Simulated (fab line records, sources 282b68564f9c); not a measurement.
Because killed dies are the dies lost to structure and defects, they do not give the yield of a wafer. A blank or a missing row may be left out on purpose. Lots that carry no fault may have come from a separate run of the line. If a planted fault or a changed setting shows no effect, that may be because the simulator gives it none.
fab line records	flow ritCmos
[record] lots = 7	wafers = 21	lastDay = 6
route steps=202 shown REOX@99 NLDD@103 PLDD@114 SPACER@125 NSD@131 M1@202
lots with no fault: from the same line, run without faults
startH: hours from the record's opening day to when the first of the lot's shown wafers began	waitH: how many hours have passed since the lot's step before this one	" identical to the entry in the row above	L1.1+2: a row that stands for several wafers	- value missing, or start not given	* or withheld: withheld	< > ~ a bound
route shown NAME@n: a module of which the file shows steps, and the number in the route of the first	usual: average and standard deviation across the fault-free wafers	same: alike in all rows	chamber/n: place in a boat	sites: each site's reading	_std_site: standard deviation of those values	_edge_site: mean of outer sites minus mean of inner sites	radiusMm: how far each site lies from the wafer's centre	mask NAME#n: copy n	behind: tool/chamber where the wafer was last shaped	hold: why the lot was held/for how many hours/how that ended	device: whichever transistor did not switch (one of n, p or np)	end of line: the tests these same wafers got at the end of their route	a step with no rows: only its recipe	killed: dies lost to structure and defects at the first sort, not the wafer's yield	map: a wafer's dies, x killed, . not, _ none there
set.NAME: setting as actually run; set.NAME@STEP: the setting as run at that earlier step	model.NAME: the simulator's own value behind a step, which no gauge read
lots at selected steps of the route; one table per step, one row per wafer
services: when a tool's chamber went out of use (startH, in hours from the record's first day, below 0 if earlier), for how many hours, and the reason
[[steps]]
[step RIT_REOX_CLEAN_01]
[recipe] chemistry = dHF	dilution = 50:1	timeS = 30
[step RIT_REOX_CLEAN_02]
[recipe] chemistry = SC2	mix = 3:3:50	timeS = 600	tempC = 75	dry = n2Spin
[step RIT_REOX_OXIDATION_03]
[recipe] tempC = 900	ambient = O2	targetThkA = 252	oxTimeS = 5580
[step RIT_REOX_THK_MEAS_04]
[recipe] reads = SiO2_of_REOX_OXIDATION_03
[usual] REOX_OXIDE_THK = 25.1/0.65
lot.wafer	tool	chamber	startH	waitH	REOX_OXIDE_THK[nm]
L904.1	filmMetro-01	-	58.60	0.0	24.2
L904.3	"	-	"	"	24.4
L904.4	"	-	"	"	24.2
L908.2	filmMetro-04	-	90.24	0.0	24.6
L908.3	"	-	"	"	24.2
L908.5	"	-	"	"	24.7
L909.1	filmMetro-01	-	93.43	0.0	25.1
L909.2	"	-	"	"	25.1
L909.3	"	-	"	"	25.3
L912.2	filmMetro-04	-	98.02	0.0	25.1
L912.5	"	-	"	"	25.1
L912.6	"	-	"	"	25.3
L917.2	filmMetro-02	-	130.59	0.0	25.7
L917.3	"	-	"	"	25.8
L917.4	"	-	"	"	25.8
L919.1	filmMetro-01	-	133.63	0.0	25.4
L919.2	"	-	"	"	25.3
L919.6	"	-	"	"	25.7
L920.1	filmMetro-04	-	137.49	0.0	25.4
L920.4	"	-	"	"	24.6
L920.5	"	-	"	"	24.7
[step RIT_NLDD_HMDS_00]
[recipe] primeTimeS = 60	primeTempC = 140
[step RIT_NLDD_COAT_01]
[recipe] resist = NOVOLAK	spinRpm = 3250	resistThkNm = 1000
[step RIT_NLDD_SOFTBAKE_02]
[recipe] resist = NOVOLAK	tempC = 90	timeS = 60
[step RIT_NLDD_EXPOSE_03]
[recipe] maskId = M7	na = 0.57	targetCdNm = 40700	doseMj = 250
[step RIT_NLDD_PEB_04]
[recipe] resist = NOVOLAK	tempC = withheld	timeS = withheld
[step RIT_NLDD_DEVELOP_05]
[recipe] resist = NOVOLAK	developTimeS = 50	devTempC = 23
[step RIT_NLDD_OVL_MEAS_06]
[usual] NLDD_OVL = -0.1/1.6
lot.wafer	tool	chamber	startH	waitH	NLDD_OVL[nm]
L904.1	overlay-02	-	59.76	-	-0.6
L904.3	"	-	"	"	-0.6
L904.4	"	-	"	"	-2.3
L908.2	overlay-02	-	91.39	-	0.7
L908.3	"	-	"	"	1.0
L908.5	"	-	"	"	-0.2
L909.1	overlay-01	-	94.34	-	-1.1
L909.2	"	-	"	"	-2.1
L909.3	"	-	"	"	-2.6
L912.2	overlay-02	-	99.81	-	0.0
L912.5	"	-	"	"	-2.9
L912.6	"	-	"	"	-1.3
L917.2	overlay-01	-	131.78	-	-1.6
L917.3	"	-	"	"	-1.9
L917.4	"	-	"	"	-1.7
L919.1	overlay-01	-	134.54	-	-1.1
L919.2	"	-	"	"	0.3
L919.6	"	-	"	"	-0.3
L920.1	overlay-01	-	138.57	-	0.7
L920.4	"	-	"	"	0.3
L920.5	"	-	"	"	1.6
[step RIT_NLDD_HARDBAKE_07]
[recipe] resist = NOVOLAK	tempC = 140	timeS = 60
[step RIT_NLDD_IMPLANT_08]
[recipe] species = P	energyKev = 20	doseCm2 = 5e+14	tiltDeg = 7
[usual] tiltDeg = 6.994/0.019
lot.wafer	tool	chamber	startH	waitH	tiltDeg
L904.1	implanter-03	0	59.94	0.1	6.993
L904.3	"	0	"	"	6.961
L904.4	"	0	"	"	6.966
L908.2	implanter-03	0	91.60	0.1	6.246
L908.3	"	0	"	"	6.238
L908.5	"	0	"	"	6.268
L909.1	implanter-03	0	94.52	0.1	6.236
L909.2	"	0	"	"	6.261
L909.3	"	0	"	"	6.246
L912.2	implanter-03	0	100.23	0.1	6.253
L912.5	"	0	"	"	6.238
L912.6	"	0	"	"	6.266
L917.2	implanter-02	0	131.99	0.1	6.990
L917.3	"	0	"	"	7.006
L917.4	"	0	"	"	6.989
L919.1	implanter-02	0	134.72	0.1	7.023
L919.2	"	0	"	"	6.985
L919.6	"	0	"	"	6.972
L920.1	implanter-04	0	138.86	0.1	6.976
L920.4	"	0	"	"	6.982
L920.5	"	0	"	"	6.983
[step RIT_NLDD_STRIP_09]
[recipe] chemistry = O2	timeS = 180	resist = NOVOLAK	platenTempC = withheld	powerW = 500	pressureMtorr = 4000	o2FlowSccm = 4000
[usual] drypumpMotorCurrentA = 5.7/0.47	rfReflPowerW = 7.5/0.66
lot.wafer	tool	chamber	startH	waitH	drypumpMotorCurrentA	rfHoursCounterH	rfReflPowerW
L904.1	plasmaAsher-01	1	60.09	0.1	5.0	27	6.5
L904.3	"	1	"	"	5.0	-	6.6
L904.4	"	0	"	"	5.9	-	8.3
L908.2	plasmaAsher-02	0	91.72	0.1	5.5	45	7.8
L908.3	"	0	"	"	5.5	-	7.9
L908.5	"	0	"	"	5.5	-	7.8
L909.1	plasmaAsher-02	0	94.67	0.1	5.5	46	7.6
L909.2	"	1	"	"	6.5	46	7.7
L909.3	"	1	"	"	6.5	-	7.7
L912.2	plasmaAsher-04	1	100.35	0.1	5.8	45	8.3
L912.5	"	0	"	"	5.4	-	6.6
L912.6	"	1	"	"	5.8	-	8.1
L917.2	plasmaAsher-04	1	132.11	0.1	5.7	49	8.3
L917.3	"	1	"	"	5.7	-	8.4
L917.4	"	0	"	"	5.3	-	6.9
L919.1	plasmaAsher-04	0	134.87	0.1	5.3	50	6.9
L919.2	"	1	"	"	5.7	50	8.3
L919.6	"	0	"	"	5.3	-	6.9
L920.1	plasmaAsher-02	0	139.01	0.1	5.5	3	8.1
L920.4	"	0	"	"	5.5	-	8.4
L920.5	"	0	"	"	5.5	-	8.3
[step RIT_NLDD_TW_MEAS_10]
[usual] NLDD_TW = 2507/12
lot.wafer	tool	chamber	startH	waitH	NLDD_TW
L904.1	filmMetro-03	-	60.27	0.1	2500
L904.3	"	-	"	"	2500
L904.4	"	-	"	"	2505
L908.2	filmMetro-03	-	91.91	0.1	2490
L908.3	"	-	"	"	2505
L908.5	"	-	"	"	2493
L909.1	filmMetro-02	-	94.85	0.1	2517
L909.2	"	-	"	"	2507
L909.3	"	-	"	"	2509
L912.2	filmMetro-02	-	100.54	0.1	2504
L912.5	"	-	"	"	2491
L912.6	"	-	"	"	2486
L917.2	filmMetro-01	-	132.29	0.1	2516
L917.3	"	-	"	"	2512
L917.4	"	-	"	"	2520
L919.1	filmMetro-02	-	135.05	0.1	2498
L919.2	"	-	"	"	2503
L919.6	"	-	"	"	2495
L920.1	filmMetro-03	-	139.19	0.1	2500
L920.4	"	-	"	"	2503
L920.5	"	-	"	"	2511
[step RIT_PLDD_HMDS_00]
[recipe] primeTimeS = 60	primeTempC = 140
[step RIT_PLDD_COAT_01]
[recipe] resist = NOVOLAK	spinRpm = 3250	resistThkNm = 1000
[step RIT_PLDD_SOFTBAKE_02]
[recipe] resist = NOVOLAK	tempC = 90	timeS = 60
[step RIT_PLDD_EXPOSE_03]
[recipe] maskId = M8	na = 0.57	targetCdNm = 40900	doseMj = 250
[step RIT_PLDD_PEB_04]
[recipe] resist = NOVOLAK	tempC = withheld	timeS = withheld
[step RIT_PLDD_DEVELOP_05]
[recipe] resist = NOVOLAK	developTimeS = 50	devTempC = 23
[step RIT_PLDD_OVL_MEAS_06]
[usual] PLDD_OVL = -1.0/1.4
lot.wafer	tool	chamber	startH	waitH	PLDD_OVL[nm]
L904.1	overlay-02	-	61.18	-	-2.5
L904.3	"	-	"	"	-1.4
L904.4	"	-	"	"	1.1
L908.2	overlay-02	-	92.81	-	1.1
L908.3	"	-	"	"	-0.2
L908.5	"	-	"	"	0.0
L909.1	overlay-02	-	95.76	-	-1.1
L909.2	"	-	"	"	-1.5
L909.3	"	-	"	"	-2.3
L912.2	overlay-01	-	106.29	-	-1.7
L912.5	"	-	"	"	-3.4
L912.6	"	-	"	"	-2.7
L917.2	overlay-01	-	133.44	-	-2.5
L917.3	"	-	"	"	-0.6
L917.4	"	-	"	"	-0.1
L919.1	overlay-01	-	136.05	-	-0.6
L919.2	"	-	"	"	-0.3
L919.6	"	-	"	"	0.7
L920.1	overlay-02	-	140.44	-	2.9
L920.4	"	-	"	"	1.6
L920.5	"	-	"	"	2.9
[step RIT_PLDD_HARDBAKE_07]
[recipe] resist = NOVOLAK	tempC = 140	timeS = 60
[step RIT_PLDD_IMPLANT_08]
[recipe] species = BF2	energyKev = 20	doseCm2 = 9e+14	tiltDeg = 7
[step RIT_PLDD_STRIP_09]
[recipe] chemistry = O2	timeS = 180	resist = NOVOLAK	platenTempC = withheld	powerW = 500	pressureMtorr = 4000	o2FlowSccm = 4000
[usual] drypumpMotorCurrentA = 5.7/0.49	rfReflPowerW = 7.5/0.83
lot.wafer	tool	chamber	startH	waitH	drypumpMotorCurrentA	rfHoursCounterH	rfReflPowerW
L904.1	plasmaAsher-03	0	61.51	0.1	5.7	34	8.7
L904.3	"	0	"	"	5.6	-	8.6
L904.4	"	1	"	"	5.6	-	6.1
L908.2	plasmaAsher-02	1	93.31	0.1	6.5	46	7.8
L908.3	"	0	"	"	5.5	-	7.6
L908.5	"	0	"	"	5.5	-	8.2
L909.1	plasmaAsher-03	1	96.10	0.1	5.5	37	6.1
L909.2	"	0	"	"	5.7	37	8.5
L909.3	"	0	"	"	5.7	-	8.7
L912.2	plasmaAsher-01	1	106.62	0.1	5.0	31	6.4
L912.5	"	1	"	"	5.0	-	6.2
L912.6	"	0	"	"	6.0	-	8.0
L917.2	plasmaAsher-02	0	133.83	0.1	5.5	2	8.6
L917.3	"	0	"	"	5.5	-	8.2
L917.4	"	1	"	"	6.5	-	7.7
L919.1	plasmaAsher-02	1	136.48	0.1	6.5	3	7.8
L919.2	"	0	"	"	5.5	3	8.0
L919.6	"	0	"	"	5.5	-	7.4
L920.1	plasmaAsher-01	1	140.77	0.1	5.0	36	6.8
L920.4	"	0	"	"	5.9	-	7.8
L920.5	"	0	"	"	5.9	-	8.0
[step RIT_PLDD_TW_MEAS_10]
[usual] PLDD_TW = 2364/13
lot.wafer	tool	chamber	startH	waitH	PLDD_TW
L904.1	filmMetro-03	-	61.69	0.1	2371
L904.3	"	-	"	"	2358
L904.4	"	-	"	"	2361
L908.2	filmMetro-02	-	93.50	0.1	2362
L908.3	"	-	"	"	2367
L908.5	"	-	"	"	2364
L909.1	filmMetro-01	-	96.27	0.1	2388
L909.2	"	-	"	"	2383
L909.3	"	-	"	"	2392
L912.2	filmMetro-03	-	106.81	0.1	2377
L912.5	"	-	"	"	2372
L912.6	"	-	"	"	2368
L917.2	filmMetro-01	-	134.02	0.1	2372
L917.3	"	-	"	"	2365
L917.4	"	-	"	"	2364
L919.1	filmMetro-03	-	136.66	0.1	2354
L919.2	"	-	"	"	2360
L919.6	"	-	"	"	2358
L920.1	filmMetro-02	-	140.95	0.1	2354
L920.4	"	-	"	"	2353
L920.5	"	-	"	"	2354
[step RIT_SPACER_CLEAN_00]
[recipe] chemistry = SC1	mix = 3:3:50	timeS = 600	tempC = 75
[step RIT_SPACER_CLEAN_01]
[recipe] chemistry = dHF	dilution = 50:1	timeS = 30
[step RIT_SPACER_CLEAN_02]
[recipe] chemistry = SC2	mix = 3:3:50	timeS = 600	tempC = 75	dry = n2Spin
[step RIT_SPACER_CVD_03]
[recipe] material = Si3N4	targetThkNm = 250	tempC = 810	precursor = SiH2Cl2/NH3	timeS = 3300	pressureMtorr = 300	sih2cl2FlowSccm = 60	nh3FlowSccm = 150
[step RIT_SPACER_THK_MEAS_04]
[recipe] reads = Si3N4_of_SPACER_CVD_03
[usual] SPACER_NITRIDE_THK = 250.8/2.4
lot.wafer	tool	chamber	startH	waitH	SPACER_NITRIDE_THK[nm]
L904.1	filmMetro-03	-	64.05	0.0	249.1
L904.3	"	-	"	"	249.3
L904.4	"	-	"	"	248.5
L908.2	filmMetro-02	-	95.84	0.0	249.2
L908.3	"	-	"	"	247.8
L908.5	"	-	"	"	246.4
L909.1	filmMetro-03	-	98.65	0.0	253.0
L909.2	"	-	"	"	250.8
L909.3	"	-	"	"	252.7
L912.2	filmMetro-04	-	109.15	0.0	250.2
L912.5	"	-	"	"	249.7
L912.6	"	-	"	"	252.4
L917.2	filmMetro-02	-	136.38	0.0	251.5
L917.3	"	-	"	"	252.8
L917.4	"	-	"	"	251.5
L919.1	filmMetro-04	-	139.02	0.0	248.6
L919.2	"	-	"	"	247.3
L919.6	"	-	"	"	248.5
L920.1	filmMetro-02	-	143.29	0.0	254.7
L920.4	"	-	"	"	251.5
L920.5	"	-	"	"	253.8
[step RIT_SPACER_ETCHBACK_05]
[recipe] targetDepthA = 2500	SF6_flow_sccm = 30	CHF3_flow_sccm = 30	target = Si3N4	chemistry = SF6/CHF3	pressureMtorr = 40	rfW = 250	timeS = 240	stopOn = SiO2
[usual] drypumpMotorCurrentA = 5.9/0.38	oesProductAu = 0.844/0.013	throttleValvePct = 10.29/0.11
lot.wafer	tool	chamber	startH	waitH	drypumpMotorCurrentA	oesProductAu	rfHoursCounterH	throttleValvePct
L904.1	rieDiel-03	3	64.11	0.1	6.5	0.829	143	10.22
L904.3	"	2	"	"	5.4	0.858	6	10.45
L904.4	"	0	"	"	5.9	0.839	95	10.54
L908.2	rieDiel-03	1	95.89	0.0	5.5	0.858	146	10.23
L908.3	"	3	"	"	6.5	0.818	143	10.21
L908.5	"	3	"	"	6.5	0.822	-	10.22
L909.1	rieDiel-01	3	98.71	0.1	6.3	0.848	67	10.25
L909.2	"	0	"	"	6.3	0.843	67	10.38
L909.3	"	1	"	"	5.8	0.851	47	10.28
L912.2	rieDiel-02	1	109.20	0.0	6.0	0.864	18	10.31
L912.5	"	0	"	"	5.7	0.839	-	10.29
L912.6	"	3	"	"	5.8	0.833	-	10.17
L917.2	rieDiel-03	0	136.43	0.0	5.9	0.844	97	10.55
L917.3	"	2	"	"	5.4	0.864	7	10.46
L917.4	"	1	"	"	5.5	0.859	147	10.23
L919.1	rieDiel-02	0	139.08	0.1	5.7	0.831	146	10.28
L919.2	"	3	"	"	5.8	0.823	113	10.16
L919.6	"	0	"	"	5.7	0.831	-	10.28
L920.1	rieDiel-02	2	143.35	0.1	6.1	0.866	0	10.20
L920.4	"	0	"	"	5.6	0.829	146	10.28
L920.5	"	1	"	"	6.0	0.865	-	10.31
[step RIT_NSD_HMDS_00]
[recipe] primeTimeS = 60	primeTempC = 140
[step RIT_NSD_COAT_01]
[recipe] resist = NOVOLAK	spinRpm = 3250	resistThkNm = 1000
[step RIT_NSD_SOFTBAKE_02]
[recipe] resist = NOVOLAK	tempC = 90	timeS = 60
[step RIT_NSD_EXPOSE_03]
[recipe] maskId = M9	na = 0.57	targetCdNm = 40700	doseMj = 250
[step RIT_NSD_PEB_04]
[recipe] resist = NOVOLAK	tempC = withheld	timeS = withheld
[step RIT_NSD_DEVELOP_05]
[recipe] resist = NOVOLAK	developTimeS = 50	devTempC = 23
[step RIT_NSD_OVL_MEAS_06]
[usual] NSD_OVL = 0.1/1.5
lot.wafer	tool	chamber	startH	waitH	NSD_OVL[nm]
L904.1	overlay-02	-	65.23	-	-1.4
L904.3	"	-	"	"	-1.3
L904.4	"	-	"	"	-1.8
L908.2	overlay-02	-	96.97	-	0.9
L908.3	"	-	"	"	2.5
L908.5	"	-	"	"	1.3
L909.1	overlay-02	-	100.49	-	0.5
L909.2	"	-	"	"	1.6
L909.3	"	-	"	"	1.8
L912.2	overlay-01	-	110.71	-	0.6
L912.5	"	-	"	"	-1.9
L912.6	"	-	"	"	0.0
L917.2	overlay-01	-	137.44	-	-0.4
L917.3	"	-	"	"	0.0
L917.4	"	-	"	"	0.8
L919.1	overlay-01	-	140.35	-	1.8
L919.2	"	-	"	"	0.9
L919.6	"	-	"	"	-0.2
L920.1	overlay-02	-	144.51	-	1.9
L920.4	"	-	"	"	2.1
L920.5	"	-	"	"	2.8
[step RIT_NSD_HARDBAKE_07]
[recipe] resist = NOVOLAK	tempC = 140	timeS = 60
[step RIT_NSD_IMPLANT_08]
[recipe] species = P	energyKev = 25	doseCm2 = 1e+15	tiltDeg = 7
[step RIT_NSD_STRIP_09]
[recipe] chemistry = O2	timeS = 180	resist = NOVOLAK	platenTempC = withheld	powerW = 500	pressureMtorr = 4000	o2FlowSccm = 4000
[usual] drypumpMotorCurrentA = 5.7/0.35	rfReflPowerW = 7.5/0.98
lot.wafer	tool	chamber	startH	waitH	drypumpMotorCurrentA	rfHoursCounterH	rfReflPowerW
L904.1	plasmaAsher-02	1	65.57	0.1	6.5	43	7.9
L904.3	"	1	"	"	6.5	-	8.1
L904.4	"	0	"	"	5.5	-	7.9
L908.2	plasmaAsher-02	1	97.31	0.1	6.5	46	7.8
L908.3	"	1	"	"	6.5	-	7.8
L908.5	"	0	"	"	5.5	-	8.1
L909.1	plasmaAsher-04	1	100.82	0.1	5.7	45	8.3
L909.2	"	0	"	"	5.4	45	6.9
L909.3	"	1	"	"	5.7	-	8.2
L912.2	plasmaAsher-04	0	111.04	0.1	5.3	47	6.8
L912.5	"	1	"	"	5.7	-	8.1
L912.6	"	0	"	"	5.3	-	6.8
L917.2	plasmaAsher-03	0	137.77	0.1	5.7	43	8.3
L917.3	"	0	"	"	5.6	-	8.1
L917.4	"	1	"	"	5.6	-	5.9
L919.1	plasmaAsher-03	0	140.71	0.1	5.7	43	8.5
L919.2	"	1	"	"	5.6	43	6.1
L919.6	"	0	"	"	5.7	-	9.0
L920.1	plasmaAsher-03	0	144.97	0.1	5.6	44	8.3
L920.4	"	0	"	"	5.7	-	8.6
L920.5	"	0	"	"	5.7	-	8.3
[step RIT_SDANNEAL_RS_MEAS_07]
[recipe] thkMeasGauge = four-point-probe
[usual] NLDD_RS = 151.6/0.53
lot.wafer	tool	chamber	startH	waitH	NLDD_RS[ohm/sq]
L904.1	filmMetro-01	-	68.42	0.1	152.6
L904.3	"	-	"	"	152.4
L904.4	"	-	"	"	152.8
L908.2	filmMetro-03	-	100.82	0.1	-
L908.3	"	-	"	"	-
L908.5	"	-	"	"	-
L909.1	filmMetro-02	-	114.39	0.1	-
L909.2	"	-	"	"	-
L909.3	"	-	"	"	-
L912.2	filmMetro-01	-	114.69	0.1	-
L912.5	"	-	"	"	-
L912.6	"	-	"	"	-
L917.2	filmMetro-02	-	140.52	0.1	150.9
L917.3	"	-	"	"	151.1
L917.4	"	-	"	"	151.2
L919.1	filmMetro-03	-	143.19	0.1	151.6
L919.2	"	-	"	"	151.4
L919.6	"	-	"	"	151.3
L920.1	filmMetro-02	-	147.59	0.1	151.9
L920.4	"	-	"	"	151.7
L920.5	"	-	"	"	151.5
[step RIT_M1_PROBE_99]
[usual] killedAtContacts = 0.1/0.25	killedAtFrontEnd = 7/3.1	killedDies = 7/3.2	killedOpen = 3.3/2	killedShort = 3.5/2
[same] grossDies = 264	killed_at_M0_to_M3 = 0	killed_at_M4_up = 0	killedAtBackSide = 0	killedAtOther = 0
lot.wafer	tool	chamber	startH	waitH	killedAtContacts	killedAtFrontEnd	killedDies	killedOpen	killedShort	model.etest.nmosTurned.driveUaUm
L904.1	prober-02	-	75.61	0.1	1	4	5	2	3	339.5
L904.3	prober-02	-	75.71	0.2	0	5	5	2	3	336.9
L904.4	prober-02	-	75.76	0.2	0	6	6	2	4	328.9
L908.2	prober-02	-	114.38	0.1	0	4	4	1	3	383.1
L908.3	prober-02	-	114.43	0.2	0	9	9	5	4	378.8
L908.5	prober-02	-	114.53	0.2	0	4	4	2	2	374.6
L909.1	prober-02	-	128.26	0.1	0	5	5	3	2	366.4
L909.2	prober-02	-	128.31	0.1	0	3	3	2	1	362
L909.3	prober-02	-	128.36	0.2	0	6	6	4	2	370.2
L912.2	prober-01	-	128.31	0.1	0	12	12	8	4	360.4
L912.5	prober-01	-	128.46	0.2	0	5	5	2	3	358.3
L912.6	prober-01	-	128.51	0.2	0	5	5	3	2	355.1
L917.2	prober-01	-	148.72	0.1	0	11	11	5	6	313.6
L917.3	prober-01	-	148.77	0.2	0	10	10	6	4	311.4
L917.4	prober-01	-	148.82	0.2	0	14	14	9	5	302.3
L919.1	prober-02	-	150.66	0.1	0	9	9	5	4	316.5
L919.2	prober-02	-	150.71	0.1	0	6	6	1	5	318.2
L919.6	prober-02	-	150.91	0.2	0	6	6	3	3	312.9
L920.1	prober-01	-	154.73	0.1	0	6	6	2	4	328.1
L920.4	prober-01	-	154.88	0.2	0	5	5	3	2	341
L920.5	prober-01	-	154.93	0.2	0	7	7	2	5	343.7
// killed by level:class
L904.1 FOX1:geometricParticle:open=1 GATE:geometricParticle:short=1 SILICIDE:geometricParticle:open=1 SILICIDE:geometricParticle:short=1 CONTACT:geometricParticle:short=1
L904.3 REOX:geometricParticle:short=2 GATE:geometricParticle:short=1 REOX:geometricParticle:open=1 SILICIDE:geometricParticle:open=1
L904.4 FOX1:geometricParticle:short=1 FOX2:geometricParticle:open=1 GATE:geometricParticle:open=1 GATE:geometricParticle:short=1 REOX:geometricParticle:short=1 SILICIDE:geometricParticle:short=1
L908.2 SPACER:geometricParticle:short=2 REOX:geometricParticle:short=1 SPACER:geometricParticle:open=1
L908.3 GATE:geometricParticle:open=3 REOX:geometricParticle:open=2 FOX1:geometricParticle:short=1 GATE:geometricParticle:short=1 SILICIDE:geometricParticle:short=1 REOX:geometricParticle:short=1
L908.5 GATE:geometricParticle:short=1 GATE:geometricParticle:open=1 REOX:geometricParticle:open=1 SPACER:geometricParticle:short=1
L909.1 SPACER:geometricParticle:short=2 FOX1:geometricParticle:open=1 FOX2:geometricParticle:open=1 SPACER:geometricParticle:open=1
L909.2 SILICIDE:geometricParticle:open=2 GATE:geometricParticle:short=1
L912.2 SILICIDE:geometricParticle:open=4 FOX1:geometricParticle:open=2 SPACER:geometricParticle:short=2 FOX2:geometricParticle:short=1 REOX:geometricParticle:open=1 SPACER:geometricParticle:open=1 SILICIDE:geometricParticle:short=1
L909.3 FOX1:geometricParticle:open=2 FOX1:geometricParticle:short=2 GATE:geometricParticle:open=1 SILICIDE:geometricParticle:open=1
L912.5 FOX1:geometricParticle:short=1 FOX1:geometricParticle:open=1 FOX2:geometricParticle:short=1 SPACER:geometricParticle:short=1 SILICIDE:geometricParticle:open=1
L912.6 FOX1:geometricParticle:short=1 FOX2:geometricParticle:open=1 REOX:geometricParticle:open=1 SPACER:geometricParticle:short=1 SILICIDE:geometricParticle:open=1
L917.2 GATE:geometricParticle:short=4 GATE:geometricParticle:open=3 FOX1:geometricParticle:open=1 FOX2:geometricParticle:short=1 REOX:geometricParticle:short=1 REOX:geometricParticle:open=1
L917.3 GATE:geometricParticle:short=4 GATE:geometricParticle:open=3 FOX1:geometricParticle:open=2 REOX:geometricParticle:open=1
L917.4 FOX1:geometricParticle:open=4 FOX1:geometricParticle:short=2 FOX2:geometricParticle:open=2 GATE:geometricParticle:open=2 FOX2:geometricParticle:short=1 GATE:geometricParticle:short=1 SILICIDE:geometricParticle:short=1 SILICIDE:geometricParticle:open=1
L919.1 GATE:geometricParticle:open=3 GATE:geometricParticle:short=3 SPACER:geometricParticle:open=2 SPACER:geometricParticle:short=1
L919.2 FOX1:geometricParticle:short=2 SPACER:geometricParticle:short=2 GATE:geometricParticle:short=1 GATE:geometricParticle:open=1
L919.6 GATE:geometricParticle:short=2 FOX1:geometricParticle:open=1 FOX2:geometricParticle:open=1 GATE:geometricParticle:open=1 SPACER:geometricParticle:short=1
L920.1 GATE:geometricParticle:short=2 GATE:geometricParticle:open=2 REOX:geometricParticle:short=1 FOX1:geometricParticle:short=1
L920.4 GATE:geometricParticle:open=2 FOX1:geometricParticle:short=1 REOX:geometricParticle:open=1 SILICIDE:geometricParticle:short=1
L920.5 GATE:geometricParticle:short=3 FOX1:geometricParticle:short=1 FOX2:geometricParticle:open=1 SPACER:geometricParticle:open=1 SPACER:geometricParticle:short=1
[[services]]
tool	chamber	startH	hours	kind
implanter-04	-	46.20	6.6	repair
rieDiel-03	3	66.73	1.3	repair
plasmaAsher-03	-	67.92	3.8	repair
implanter-04	-	79.93	0.6	repair
plasmaAsher-02	-	108.75	9.0	pm
plasmaAsher-02	0	108.75	9.0	ventCycle
plasmaAsher-02	1	108.75	9.0	ventCycle
rieDiel-01	2	109.64	9.8	repair
plasmaAsher-01	-	112.30	2.8	pm
rieDiel-02	2	112.83	11.1	repair
plasmaAsher-02	0	117.75	-	clean
plasmaAsher-02	1	117.75	-	clean
rieDiel-02	2	123.92	-	clean
rieDiel-02	2	123.92	16.1	scheduledDown
rieDiel-02	2	123.92	16.1	ventCycle
plasmaAsher-03	-	130.17	3.4	repair
[[key]]
[firstSign] step = RIT_NLDD_IMPLANT_08	reading = tiltDeg	direction = down	sigmas = 40	usual = 6.994	struck = 6.250
[effect] step = RIT_SDANNEAL_RS_MEAS_07	reading = NLDD_RS	direction = missing
[modelEffect] step = RIT_M1_PROBE_99	value = etest.nmosTurned.driveUaUm	without = 326.8	struck = 367.7
metAt RIT_NLDD_IMPLANT_08
struckWafers L908.2,L908.3,L908.5,L909.1,L909.2,L909.3,L912.2,L912.5,L912.6
testerLeftOut L908,L909,L912
onsetBetween 59.94 91.60
[fault] kind = processParameterDrift	tool = implanter-03	chamber = -	onsetH = 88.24	steps = RIT_NLDD_IMPLANT_08	channel = tiltDeg	offset = -0.7481	shape = step	endH = 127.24	actsIn = theseRecipesOnly	stated = 7
// testerLeftOut: of these lots the tester's yield and bins aren't shown, on N5 and GAA mostly nor the transistor test; their killed dies are dies lost to structure and defects alone, not to doping, threshold or leakage, so they don't give the yield
